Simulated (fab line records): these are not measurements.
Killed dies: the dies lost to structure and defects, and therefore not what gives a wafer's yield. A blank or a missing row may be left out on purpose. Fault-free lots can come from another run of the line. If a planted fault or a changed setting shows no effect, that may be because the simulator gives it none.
Matching of chambers -- flow berkeleyCmos170 -- pecvd-04 running UCB170_V2_CVD_00: 3 sister chambers
The step deposits SiO2 from TEOS/O2, target thk 2000 nm, time 250 s. 14 wafers are shown with their chamber, then 7 later ones without.

## EACH WAFER AND ITS CHAMBER
wafer,chamber,heaterPowerW (W),pressureMtorr (mTorr)
L457.1,2,255,9003
L457.2,0,252,8993
L457.4,0,168,9002
L459.2,1,284,9001
L459.3,2,262,8990
L459.4,1,206,9013
L462.3,1,266,8975
L462.4,1,206,8978
L462.5,0,170,8992
L464.2,2,222,9007
L464.3,1,247,8964
L464.6,2,285,8985
L467.1,0,251,9014
L467.2,1,270,8995

SIGNATURES (averages over the wafers above)
reading,chamber 0,chamber 1,chamber 2,scatter within a chamber
heaterPowerW,210.25,246.50,256.00,36.3
pressureMtorr,9000.25,8987.67,8996.25,14.5
Rule: for a wafer and a chamber, the distance is found by dividing, reading by reading, the gap between the wafer's reading and the chamber's mean by the reading's scatter, squaring, summing and taking the root. The wafer belongs to the nearest chamber; if the next one is less than 2 further off, it can't be placed. The scatter: the root of (the sum of the squares of (reading less its chamber's mean) over the shown wafers, divided by (wafers less chambers)).

## WAFERS WITHOUT THEIR CHAMBER
wafer,heaterPowerW (W),pressureMtorr (mTorr)
L467.4,264,8980
L471.1,268,9030
L471.2,239,9006
L471.6,171,9006
L478.2,174,9020
L478.5,153,9021
L478.6,182,9005

## THE CHAMBER EACH PASSED THROUGH
wafer,from the rows above,in truth
L467.4,can't be placed: 1 or 2 or 0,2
L471.1,can't be placed: 2 or 0 or 1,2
L471.2,can't be placed: 2 or 0 or 1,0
L471.6,can't be placed: 0 or 1 or 2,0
L478.2,can't be placed: 0 or 2 or 1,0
L478.5,can't be placed: 0 or 2 or 1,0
L478.6,can't be placed: 0 or 2 or 1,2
Correct placement for 0 of the 7. Unplaceable from these rows: 7, with the true chamber sitting among the candidates in 7. Placed wrongly: 0.
